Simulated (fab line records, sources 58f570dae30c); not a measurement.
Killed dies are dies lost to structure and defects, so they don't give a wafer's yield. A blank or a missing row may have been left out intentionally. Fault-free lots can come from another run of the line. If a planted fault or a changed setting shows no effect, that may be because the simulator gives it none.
fab line records	flow berkeley_cmos170
record lots=5	wafers=23
route steps=331 shown START@3 ACTIVE@65 SACOX@98 NVT@111 GATE@133 PLDD@153 NLDD@159
start_h: hours from the record's first day to the start of the lot's first wafer shown	wait_h: hours since the lot's step before	" as in the row above	L1.1+2: one row covering several wafers at once	- no value present, or no start provided	* or withheld: withheld	< > ~ a bound
route shown NAME@n: names a module that has steps shown in the file, with the first one's number in the route	usual: mean/standard deviation of fault-free wafers	same: alike in all rows	chamber/n: place in a boat	sites: the reading at each site	_std_site: standard deviation across them	_edge_site: the outer-site mean with the inner-site mean subtracted	radius_mm: how far each site lies from the wafer's centre	mask NAME#n: copy n	behind: the tool/chamber that last shaped the wafer	hold: what put the lot on hold/how long, in hours/how the hold closed	device: transistor that didn't switch, given as n, p or np	end of line: the route-end tests of the same wafers	for a step that has no rows: nothing shown but its recipe	killed: count of dies lost to structure and defects at first sort (not the wafer's yield)	map: the dies of a wafer, with x for killed, . for not killed, _ for no die there
set.NAME: the setting the step ran with; set.NAME@STEP: the setting that earlier step ran with	model.NAME: the simulator's own value behind a step, which no gauge read
lots with deliberately changed settings; one table per step, one row per wafer
## steps
# step UCB170_START_OXIDATION_02
# recipe temp_c=950	ambient=O2	target_thk_a=200	ox_time_s=1800
lot.wafer	tool	chamber	start_h	wait_h	set.temp_c	model.SiO2_of_START_OXIDATION_02.thk_nm
L074.1	-	-	-	3.1	928.2	15.9
L074.2	"	-	"	"	928.2	15.62
L074.3	"	-	"	"	928.2	15.92
L074.4	"	-	"	"	928.2	15.89
L074.6	"	-	"	"	928.2	15.54
L077.1	-	-	-	4.2	924.5	16
L077.2	"	-	"	"	924.5	15.59
L077.3	"	-	"	"	924.5	15.9
L077.4	"	-	"	"	924.5	15.74
L077.5	"	-	"	"	924.5	15.85
L082.1	-	-	-	3.1	976	26.11
L082.2	"	-	"	"	976	26.08
L082.3	"	-	"	"	976	26.02
L082.5	"	-	"	"	976	26.09
L082.6	"	-	"	"	976	26.07
L083.1	-	-	-	1.8	950	20.4
L083.2	"	-	"	"	950	20.19
L083.3	"	-	"	"	950	20.09
L083.5	"	-	"	"	950	20.12
L083.6	"	-	"	"	950	20.01
L085.2	furnace-02	0	69.21	4.1	950	21.17
L085.4	"	0	"	"	950	20.94
L085.5	"	0	"	"	950	20.89
# step UCB170_START_THK_MEAS_03
# recipe reads=SiO2_of_START_OXIDATION_02
# usual START_OXIDE_THK=20.3/0.39
lot.wafer	tool	chamber	start_h	wait_h	set.temp_c@START_OXIDATION_02	START_OXIDE_THK[nm]
L074.1	film_metro-03	-	-	-	928.2	15.9
L074.2	"	-	"	"	928.2	15.6
L074.3	"	-	"	"	928.2	15.9
L074.4	"	-	"	"	928.2	15.9
L074.6	"	-	"	"	928.2	15.5
L077.1	film_metro-04	-	-	-	924.5	16.0
L077.2	"	-	"	"	924.5	15.6
L077.3	"	-	"	"	924.5	15.9
L077.4	"	-	"	"	924.5	15.7
L077.5	"	-	"	"	924.5	15.8
L082.1	film_metro-04	-	-	-	976	26.1
L082.2	"	-	"	"	976	26.1
L082.3	"	-	"	"	976	26.0
L082.5	"	-	"	"	976	26.1
L082.6	"	-	"	"	976	26.1
L083.1	film_metro-03	-	-	-	950	20.4
L083.2	"	-	"	"	950	20.2
L083.3	"	-	"	"	950	20.1
L083.5	"	-	"	"	950	20.1
L083.6	"	-	"	"	950	20.0
L085.2	film_metro-04	-	70.72	0.0	950	21.2
L085.4	"	-	"	"	950	20.9
L085.5	"	-	"	"	950	20.9
# step UCB170_ACTIVE_CVD_05
# recipe material=Si3N4	target_thk_nm=220	temp_c=800	precursor=SiH2Cl2/NH3	time_s=3300	pressure_mtorr=200	sih2cl2_flow_sccm=25	nh3_flow_sccm=75
lot.wafer	tool	chamber	start_h	wait_h	set.temp_c	model.Si3N4_of_ACTIVE_CVD_05.thk_nm
L074.1	-	-	-	0.0	790.1	180.6
L074.2	"	-	"	"	790.1	181.6
L074.3	"	-	"	"	790.1	180.4
L074.4	"	-	"	"	790.1	180.9
L074.6	"	-	"	"	790.1	181.3
L077.1	-	-	-	1.3	776.9	143.2
L077.2	"	-	"	"	776.9	140.5
L077.3+4	"	-	"	"	776.9	141.7
L077.5	"	-	"	"	776.9	142.1
L082.1	-	-	-	0.0	781.5	156.5
L082.2+5	"	-	"	"	781.5	156
L082.3	"	-	"	"	781.5	157.4
L082.6	"	-	"	"	781.5	157.6
L083.1+3	-	-	-	0.0	785.9	171.2
L083.2	"	-	"	"	785.9	171.1
L083.5	"	-	"	"	785.9	170.1
L083.6	"	-	"	"	785.9	168.8
L085.2	lpcvd-01	0	133.33	0.0	800	220.9
L085.4	"	0	"	"	800	221.4
L085.5	"	0	"	"	800	219.5
# step UCB170_ACTIVE_THK_MEAS_06
# recipe reads=Si3N4_of_ACTIVE_CVD_05
# usual ACTIVE_NITRIDE_THK=220.1/2.3
lot.wafer	tool	chamber	start_h	wait_h	set.temp_c@ACTIVE_CVD_05	ACTIVE_NITRIDE_THK[nm]
L074.1	film_metro-03	-	-	-	790.1	180.7
L074.2	"	-	"	"	790.1	181.6
L074.3	"	-	"	"	790.1	180.4
L074.4	"	-	"	"	790.1	181.1
L074.6	"	-	"	"	790.1	181.1
L077.1	film_metro-02	-	-	-	776.9	143.4
L077.2	"	-	"	"	776.9	140.5
L077.3	"	-	"	"	776.9	141.6
L077.4	"	-	"	"	776.9	141.8
L077.5	"	-	"	"	776.9	142.1
L082.1	film_metro-02	-	-	-	781.5	156.5
L082.2	"	-	"	"	781.5	156.1
L082.3	"	-	"	"	781.5	157.3
L082.5	"	-	"	"	781.5	156.0
L082.6	"	-	"	"	781.5	157.7
L083.1	film_metro-03	-	-	-	785.9	171.5
L083.2	"	-	"	"	785.9	171.2
L083.3	"	-	"	"	785.9	171.2
L083.5	"	-	"	"	785.9	170.1
L083.6	"	-	"	"	785.9	168.8
L085.2	film_metro-02	-	135.25	0.0	800	220.7
L085.4	"	-	"	"	800	221.4
L085.5	"	-	"	"	800	219.7
# step UCB170_ACTIVE_HMDS_07
# recipe prime_time_s=60	prime_temp_c=100
# step UCB170_ACTIVE_COAT_08
# recipe resist=KrF	spin_rpm=1500	resist_thk_nm=900
# step UCB170_ACTIVE_ETCH_15
# recipe chemistry=CH3F/Ar/O2	target=Si3N4	stop_on=SiO2	CH3F_flow_sccm=20	Ar_flow_sccm=50	O2_flow_sccm=7	pressure_mtorr=50	rf_w=450	target_depth_a=2420	over_etch_frac=0.1	time_s=151
# usual oes_product_au=0.941/0.015
lot.wafer	tool	chamber	start_h	wait_h	set.temp_c@ACTIVE_CVD_05	oes_product_au	model.etch.depth_nm
L074.1	rie_diel-04	2	79.00	0.0	790.1	0.851	180.6
L074.2	"	3	"	"	790.1	0.835	-
L074.3	"	1	"	"	790.1	0.847	180.4
L074.4	"	0	"	"	790.1	0.845	-
L074.6	"	1	"	"	790.1	0.851	181.3
L077.1	rie_diel-04	1	109.14	0.0	776.9	0.751	143.2
L077.2	"	0	"	"	776.9	0.744	140.5
L077.3	"	2	"	"	776.9	0.752	141.7
L077.4	"	3	"	"	776.9	0.733	141.7
L077.5	"	2	"	"	776.9	0.749	142.1
L082.1	rie_diel-03	2	117.07	0.0	781.5	0.762	-
L082.2	"	0	"	"	781.5	0.778	-
L082.3	"	1	"	"	781.5	0.776	157.4
L082.5	"	0	"	"	781.5	0.760	-
L082.6	"	1	"	"	781.5	0.777	157.6
L083.1	rie_diel-01	2	123.58	0.0	785.9	0.830	-
L083.2	"	1	"	"	785.9	0.813	171.1
L083.3	"	3	"	"	785.9	0.840	-
L083.5	"	2	"	"	785.9	0.828	170.1
L083.6	"	1	"	"	785.9	0.815	-
L085.2	rie_diel-03	2	136.43	0.0	800	0.935	220.9
L085.4	"	3	"	"	800	0.910	221.4
L085.5	"	0	"	"	800	0.942	219.5
# step UCB170_SACOX_OXIDATION_01
# recipe temp_c=900	ambient=O2	target_thk_a=144	ox_time_s=2400
lot.wafer	tool	chamber	start_h	wait_h	set.temp_c	model.SiO2_of_SACOX_OXIDATION_01.thk_nm
L074.1	-	-	-	1.6	881.2	11.73
L074.2	"	-	"	"	881.2	11.54
L074.3	"	-	"	"	881.2	11.66
L074.4	"	-	"	"	881.2	11.96
L074.6	"	-	"	"	881.2	11.7
L077.1+4	-	-	-	3.8	900	14.59
L077.2	"	-	"	"	900	14.53
L077.3	"	-	"	"	900	14.77
L077.5	"	-	"	"	900	14.7
L082.1	-	-	-	3.7	880.4	12.08
L082.2	"	-	"	"	880.4	11.91
L082.3+6	"	-	"	"	880.4	11.88
L082.5	"	-	"	"	880.4	11.8
L083.1	-	-	-	2.2	873.3	10.67
L083.2	"	-	"	"	873.3	10.96
L083.3	"	-	"	"	873.3	10.79
L083.5	"	-	"	"	873.3	10.98
L083.6	"	-	"	"	873.3	10.82
L085.2	furnace-03	0	158.12	3.0	900	14.46
L085.4	"	0	"	"	900	14.49
L085.5	"	0	"	"	900	14.51
# step UCB170_SACOX_THK_MEAS_02
# recipe reads=SiO2_of_SACOX_OXIDATION_01
# usual SACOX_OXIDE_THK=14.47/0.25
lot.wafer	tool	chamber	start_h	wait_h	set.temp_c@SACOX_OXIDATION_01	SACOX_OXIDE_THK[nm]
L074.1	film_metro-01	-	-	-	881.2	11.73
L074.2	"	-	"	"	881.2	11.49
L074.3	"	-	"	"	881.2	11.64
L074.4	"	-	"	"	881.2	11.93
L074.6	"	-	"	"	881.2	11.69
L077.1	film_metro-02	-	-	-	900	14.52
L077.2	"	-	"	"	900	14.51
L077.3	"	-	"	"	900	14.73
L077.4	"	-	"	"	900	14.59
L077.5	"	-	"	"	900	14.72
L082.1	film_metro-01	-	-	-	880.4	12.09
L082.2	"	-	"	"	880.4	11.87
L082.3	"	-	"	"	880.4	11.87
L082.5	"	-	"	"	880.4	11.80
L082.6	"	-	"	"	880.4	11.89
L083.1	film_metro-01	-	-	-	873.3	10.64
L083.2	"	-	"	"	873.3	10.94
L083.3	"	-	"	"	873.3	10.84
L083.5	"	-	"	"	873.3	11.02
L083.6	"	-	"	"	873.3	10.80
L085.2	film_metro-01	-	159.83	0.0	900	14.45
L085.4	"	-	"	"	900	14.46
L085.5	"	-	"	"	900	14.51
# step UCB170_NVT_IMPLANT_07
# recipe species=BF2	dose_cm2=3e+12	energy_kev=50	tilt_deg=7
lot.wafer	tool	chamber	start_h	wait_h	set.dose_cm2
L074.1+2	implanter-02	0	111.65	0.0	2.797e+12
L074.3+4+6	"	0	"	"	3e+12
L077.1+2+3+4+5	implanter-03	0	141.08	0.0	3e+12
L082.1+2+3+5+6	implanter-02	0	150.11	0.0	3e+12
L083.1+2+5	implanter-03	0	158.22	0.0	3.152e+12
L083.3+6	"	0	"	"	3e+12
L085.2+4+5	implanter-03	0	170.41	0.0	3e+12
# step UCB170_NVT_STRIP_08
# recipe chemistry=O2	power_w=400	pressure_mtorr=3500	platen_temp_c=withheld	o2_flow_sccm=400	overash_fraction=0.5
# step UCB170_NVT_TW_MEAS_09
# usual NVT_TW=524/3
lot.wafer	tool	chamber	start_h	wait_h	set.dose_cm2@NVT_IMPLANT_07	NVT_TW
L074.1	film_metro-01	-	111.90	0.1	2.797e+12	518
L074.2	"	-	"	"	2.797e+12	517
L074.3	"	-	"	"	3e+12	530
L074.4	"	-	"	"	3e+12	529
L074.6	"	-	"	"	3e+12	528
L077.1	film_metro-02	-	141.33	0.1	3e+12	521
L077.2	"	-	"	"	3e+12	522
L077.3	"	-	"	"	3e+12	522
L077.4	"	-	"	"	3e+12	523
L077.5	"	-	"	"	3e+12	523
L082.1	film_metro-02	-	150.36	0.1	3e+12	524
L082.2	"	-	"	"	3e+12	524
L082.3	"	-	"	"	3e+12	521
L082.5	"	-	"	"	3e+12	523
L082.6	"	-	"	"	3e+12	525
L083.1	film_metro-02	-	158.47	0.1	3.152e+12	529
L083.2	"	-	"	"	3.152e+12	530
L083.3	"	-	"	"	3e+12	524
L083.5	"	-	"	"	3.152e+12	530
L083.6	"	-	"	"	3e+12	522
L085.2	film_metro-02	-	170.65	0.1	3e+12	518
L085.4	"	-	"	"	3e+12	518
L085.5	"	-	"	"	3e+12	519
# step UCB170_GATE_COAT_07
# recipe resist=KrF	spin_rpm=1500	resist_thk_nm=900
lot.wafer	tool	chamber	start_h	wait_h	set.spin_rpm	model.KrF_of_GATE_COAT_07.thk_nm
L074.1	litho_track-01	0	-	-	1500	902.4
L074.2	"	0	"	"	1571	882.6
L074.3	"	0	"	"	1571	881.1
L074.4	"	0	"	"	1500	901.4
L074.6	"	0	"	"	1571	880.8
L077.1	litho_track-04	0	-	-	1402	931.3
L077.2	"	0	"	"	1402	930.7
L077.3	"	0	"	"	1402	932.6
L077.4	"	0	"	"	1500	902.2
L077.5	"	0	"	"	1500	899.6
L082.1	litho_track-04	0	-	-	1500	902.3
L082.2	"	0	"	"	1392	937.2
L082.3	"	0	"	"	1392	936.4
L082.5	"	0	"	"	1500	901.1
L082.6	"	0	"	"	1500	902.2
L083.1	litho_track-04	0	-	-	1500	904.5
L083.2	"	0	"	"	1549	889
L083.3	"	0	"	"	1500	903.4
L083.5	"	0	"	"	1549	888.2
L083.6	"	0	"	"	1500	902.8
L085.2	litho_track-04	0	-	-	1500	901.5
L085.4	"	0	"	"	1500	901.4
L085.5	"	0	"	"	1500	899.9
# step UCB170_GATE_PEB_10
# recipe peb_temp_c=130	peb_time_s=withheld	resist=KrF
lot.wafer	tool	chamber	start_h	wait_h	set.peb_temp_c
L074.1+4+6	litho_track-01	0	124.84	0.1	127.8
L074.2+3	"	0	"	"	130
L077.1+2+5	litho_track-04	0	154.92	0.1	127
L077.3+4	"	0	"	"	130
L082.1+2+3	litho_track-02	0	165.76	0.1	127.3
L082.5+6	"	0	"	"	130
L083.1+3	litho_track-04	0	172.70	0.1	130
L083.2+5+6	"	0	"	"	131
L085.2+4+5	litho_track-04	0	192.22	0.4	130
# step UCB170_GATE_DEVELOP_11
# recipe developer=TMAH	develop_time_s=45	resist=KrF	dev_temp_c=21
# step UCB170_GATE_CD_MEAS_12
# recipe target_cd_nm=350
# usual cd_nm=350.0/1.7
lot.wafer	tool	chamber	start_h	wait_h	set.peb_temp_c@GATE_PEB_10	cd_nm
L074.1	cd_sem-02	-	125.11	-	127.8	368.6
L074.2	"	-	"	"	130	352.6
L074.3	"	-	"	"	130	351.4
L074.4	"	-	"	"	127.8	368.3
L074.6	"	-	"	"	127.8	367.5
L077.1	cd_sem-02	-	155.20	-	127	374.1
L077.2	"	-	"	"	127	375.7
L077.3	"	-	"	"	130	351.7
L077.4	"	-	"	"	130	350.6
L077.5	"	-	"	"	127	373.2
L082.1	cd_sem-01	-	166.12	-	127.3	366.7
L082.2	"	-	"	"	127.3	367.2
L082.3	"	-	"	"	127.3	366.6
L082.5	"	-	"	"	130	345.2
L082.6	"	-	"	"	130	346.2
L083.1	cd_sem-01	-	172.98	-	130	349.9
L083.2	"	-	"	"	131	341.9
L083.3	"	-	"	"	130	349.1
L083.5	"	-	"	"	131	342.9
L083.6	"	-	"	"	131	342.8
L085.2	cd_sem-02	-	192.49	-	130	350.6
L085.4	"	-	"	"	130	350.4
L085.5	"	-	"	"	130	349.3
# step UCB170_GATE_ETCH_14
# recipe chemistry=N2/H2	target_depth_a=withheld	overetch_a=withheld	target=BARC	time_s=withheld	source_w=500	bias_w=100	pressure_mtorr=30	n2_flow_sccm=100	h2_flow_sccm=200
# step UCB170_GATE_ETCH_15
# recipe chemistry=HBr/Cl2	target=poly-Si	stop_on=SiO2	over_etch_frac=0.3	icp_w=300	bias_w=150	time_s=56.3	pressure_mtorr=15	HBr_flow_sccm=150	Cl2_flow_sccm=50	target_depth_a=2782
lot.wafer	tool	chamber	start_h	wait_h	set.peb_temp_c@GATE_PEB_10	model.GATE.cd_nm
L074.1+4	rie_si-01	3,1	125.31	-	127.8	368
L074.2	"	0	"	"	130	352.2
L074.3	"	2	"	"	130	351.7
L074.6	"	2	"	"	127.8	367.6
L077.1	rie_si-02	1	155.39	-	127	373.1
L077.2	"	0	"	"	127	376.4
L077.3	"	2	"	"	130	352
L077.4	"	3	"	"	130	350.6
L077.5	"	3	"	"	127	374.1
L082.1	rie_si-02	1	166.32	-	127.3	366.5
L082.2	"	3	"	"	127.3	365.8
L082.3	"	2	"	"	127.3	366.8
L082.5	"	2	"	"	130	345.2
L082.6	"	1	"	"	130	346.3
L083.1	rie_si-01	0	173.18	-	130	349.1
L083.2	"	1	"	"	131	341.2
L083.3	"	2	"	"	130	349.2
L083.5	"	3	"	"	131	343.3
L083.6	"	0	"	"	131	342
L085.2	rie_si-01	0	192.67	-	130	351.4
L085.4	"	3	"	"	130	351
L085.5	"	1	"	"	130	350.4
# step UCB170_GATE_STRIP_16
# recipe chemistry=O2	power_w=400	pressure_mtorr=3500	platen_temp_c=withheld	o2_flow_sccm=400	overash_fraction=0.5
# step UCB170_GATE_CD_MEAS_90
# recipe target_cd_nm=350
# usual cd_nm=350.0/1.9
lot.wafer	tool	chamber	start_h	wait_h	set.peb_temp_c@GATE_PEB_10	cd_nm
L074.1	cd_sem-01	-	125.46	0.1	127.8	368.0
L074.2	"	-	"	"	130	352.2
L074.3	"	-	"	"	130	351.6
L074.4	"	-	"	"	127.8	367.7
L074.6	"	-	"	"	127.8	368.1
L077.1	cd_sem-02	-	155.54	0.1	127	373.2
L077.2	"	-	"	"	127	376.2
L077.3	"	-	"	"	130	351.8
L077.4	"	-	"	"	130	350.6
L077.5	"	-	"	"	127	374.0
L082.1	cd_sem-02	-	166.78	0.4	127.3	366.4
L082.2	"	-	"	"	127.3	365.4
L082.3	"	-	"	"	127.3	366.7
L082.5	"	-	"	"	130	345.2
L082.6	"	-	"	"	130	345.7
L083.1	cd_sem-02	-	173.32	0.1	130	349.2
L083.2	"	-	"	"	131	341.2
L083.3	"	-	"	"	130	349.1
L083.5	"	-	"	"	131	343.1
L083.6	"	-	"	"	131	341.8
L085.2	cd_sem-02	-	192.84	0.1	130	351.3
L085.4	"	-	"	"	130	351.3
L085.5	"	-	"	"	130	350.5
# step UCB170_PLDD_IMPLANT_08
# recipe species=BF2	dose_cm2=5e+13	energy_kev=10	tilt_deg=7	rotation_deg=0
lot.wafer	tool	chamber	start_h	wait_h	set.dose_cm2
L074.1+2+6	implanter-01	0	129.65	0.0	4.884e+13
L074.3+4	"	0	"	"	5e+13
L077.1+2	implanter-01	0	157.19	0.0	5e+13
L077.3+4+5	"	0	"	"	5.189e+13
L082.1+5	implanter-02	0	169.01	0.0	5e+13
L082.2+3+6	"	0	"	"	4.897e+13
L083.1+2+3+5+6	implanter-02	0	174.79	0.0	5e+13
L085.2+4+5	implanter-01	0	194.26	0.0	5e+13
# step UCB170_NLDD_COAT_01
# recipe resist=KrF	spin_rpm=1500	resist_thk_nm=900
lot.wafer	tool	chamber	start_h	wait_h	set.resist_thk_nm	model.KrF_of_NLDD_COAT_01.thk_nm
L074.1	litho_track-01	0	130.65	0.1	900	897.9
L074.2	"	0	"	"	900	899.3
L074.3	"	0	"	"	878.4	879.3
L074.4	"	0	"	"	878.4	876.8
L074.6	"	0	"	"	878.4	876.6
L077.1	litho_track-01	0	158.01	0.1	869.2	866.1
L077.2	"	0	"	"	900	899.2
L077.3	"	0	"	"	900	898.9
L077.4	"	0	"	"	900	898.7
L077.5	"	0	"	"	869.2	867.5
L082.1	litho_track-01	0	170.43	0.1	900	898.7
L082.2	"	0	"	"	900	898.6
L082.3	"	0	"	"	884.7	884.5
L082.5	"	0	"	"	900	899
L082.6	"	0	"	"	884.7	886.2
L083.1	litho_track-01	0	175.62	0.1	942.4	941.4
L083.2	"	0	"	"	900	904.1
L083.3	"	0	"	"	900	899.8
L083.5	"	0	"	"	900	902.5
L083.6	"	0	"	"	942.4	943.2
L085.2	litho_track-01	0	195.04	0.1	900	894.7
L085.4	"	0	"	"	900	898.5
L085.5	"	0	"	"	900	899.1
# step UCB170_NLDD_IMPLANT_09
# recipe species=As	dose_cm2=5e+13	energy_kev=30	tilt_deg=7	rotation_deg=180
lot.wafer	tool	chamber	start_h	wait_h	set.tilt_deg
L074.1+3+4	implanter-03	0	131.86	0.1	5.981
L074.2+6	"	0	"	"	7
L077.1+4+5	implanter-04	0	159.01	0.1	6.562
L077.2+3	"	0	"	"	7
L082.1+3+5	implanter-03	0	171.86	0.1	7
L082.2+6	"	0	"	"	5.999
L083.1+2+3+5+6	implanter-01	0	176.78	0.1	7
L085.2+4+5	implanter-01	0	196.19	0.1	7
# step UCB170_NLDD_STRIP_10
# recipe chemistry=O2	power_w=400	pressure_mtorr=3500	platen_temp_c=withheld	o2_flow_sccm=400	overash_fraction=0.5
# usual strip_time_to_endpoint_s=21.63/0.061
lot.wafer	tool	chamber	start_h	wait_h	set.resist_thk_nm@NLDD_COAT_01	strip_time_to_endpoint_s
L074.1	plasma_asher-01	0	132.01	0.1	900	21.58
L074.2	"	1	"	"	900	21.63
L074.3	"	0	"	"	878.4	21.13
L074.4	"	1	"	"	878.4	21.08
L074.6	"	0	"	"	878.4	21.07
L077.1	plasma_asher-03	1	159.16	0.1	869.2	20.80
L077.2	"	0	"	"	900	21.60
L077.3	"	0	"	"	900	21.58
L077.4	"	1	"	"	900	21.60
L077.5	"	1	"	"	869.2	20.86
L082.1	plasma_asher-01	1	172.01	0.1	900	21.59
L082.2	"	0	"	"	900	21.59
L082.3	"	0	"	"	884.7	21.25
L082.5	"	0	"	"	900	21.61
L082.6	"	1	"	"	884.7	21.30
L083.1	plasma_asher-04	1	176.93	0.1	942.4	22.61
L083.2	"	0	"	"	900	21.75
L083.3	"	0	"	"	900	21.63
L083.5	"	1	"	"	900	21.69
L083.6	"	0	"	"	942.4	22.66
L085.2	plasma_asher-03	0	196.32	0.1	900	21.49
L085.4	"	1	"	"	900	21.60
L085.5	"	1	"	"	900	21.60
## key
split step=UCB170_START_OXIDATION_02	setting=temp_c	stated=950	by=lot
response step=UCB170_START_OXIDATION_02	reading=model.SiO2_of_START_OXIDATION_02.thk_nm	change=+1.95	per=1%	r=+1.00
response step=UCB170_START_THK_MEAS_03	reading=START_OXIDE_THK	change=+1.95	per=1%	r=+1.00
split step=UCB170_ACTIVE_CVD_05	setting=temp_c	stated=800	by=lot
response step=UCB170_ACTIVE_CVD_05	reading=model.Si3N4_of_ACTIVE_CVD_05.thk_nm	change=+26.5	per=1%	r=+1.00
response step=UCB170_ACTIVE_THK_MEAS_06	reading=ACTIVE_NITRIDE_THK	change=+26.5	per=1%	r=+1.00
response step=UCB170_ACTIVE_ETCH_15	reading=oes_product_au	change=+0.0644	per=1%	r=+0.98
response step=UCB170_ACTIVE_ETCH_15	reading=model.etch.depth_nm	change=+26.7	per=1%	r=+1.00
split step=UCB170_SACOX_OXIDATION_01	setting=temp_c	stated=900	by=lot
response step=UCB170_SACOX_OXIDATION_01	reading=model.SiO2_of_SACOX_OXIDATION_01.thk_nm	change=+1.27	per=1%	r=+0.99
response step=UCB170_SACOX_THK_MEAS_02	reading=SACOX_OXIDE_THK	change=+1.27	per=1%	r=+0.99
split step=UCB170_NVT_IMPLANT_07	setting=dose_cm2	stated=3e+12	by=wafer
response step=UCB170_NVT_TW_MEAS_09	reading=NVT_TW	change=+1.57	per=1%	r=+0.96
split step=UCB170_GATE_COAT_07	setting=spin_rpm	stated=1500	by=wafer
response step=UCB170_GATE_COAT_07	reading=model.KrF_of_GATE_COAT_07.thk_nm	change=-4.68	per=1%	r=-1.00
split step=UCB170_GATE_PEB_10	setting=peb_temp_c	stated=130	by=wafer
response step=UCB170_GATE_CD_MEAS_12	reading=cd_nm	change=-9.94	per=1%	r=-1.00
response step=UCB170_GATE_ETCH_15	reading=model.GATE.cd_nm	change=-9.83	per=1%	r=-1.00
response step=UCB170_GATE_CD_MEAS_90	reading=cd_nm	change=-9.89	per=1%	r=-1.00
split step=UCB170_PLDD_IMPLANT_08	setting=dose_cm2	stated=5e+13	by=wafer
response none in this file
split step=UCB170_NLDD_COAT_01	setting=resist_thk_nm	stated=900	by=wafer
response step=UCB170_NLDD_COAT_01	reading=model.KrF_of_NLDD_COAT_01.thk_nm	change=+8.75	per=1%	r=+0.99
response step=UCB170_NLDD_STRIP_10	reading=strip_time_to_endpoint_s	change=*	per=1%	r=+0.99
split step=UCB170_NLDD_IMPLANT_09	setting=tilt_deg	stated=7	by=wafer
response none clear
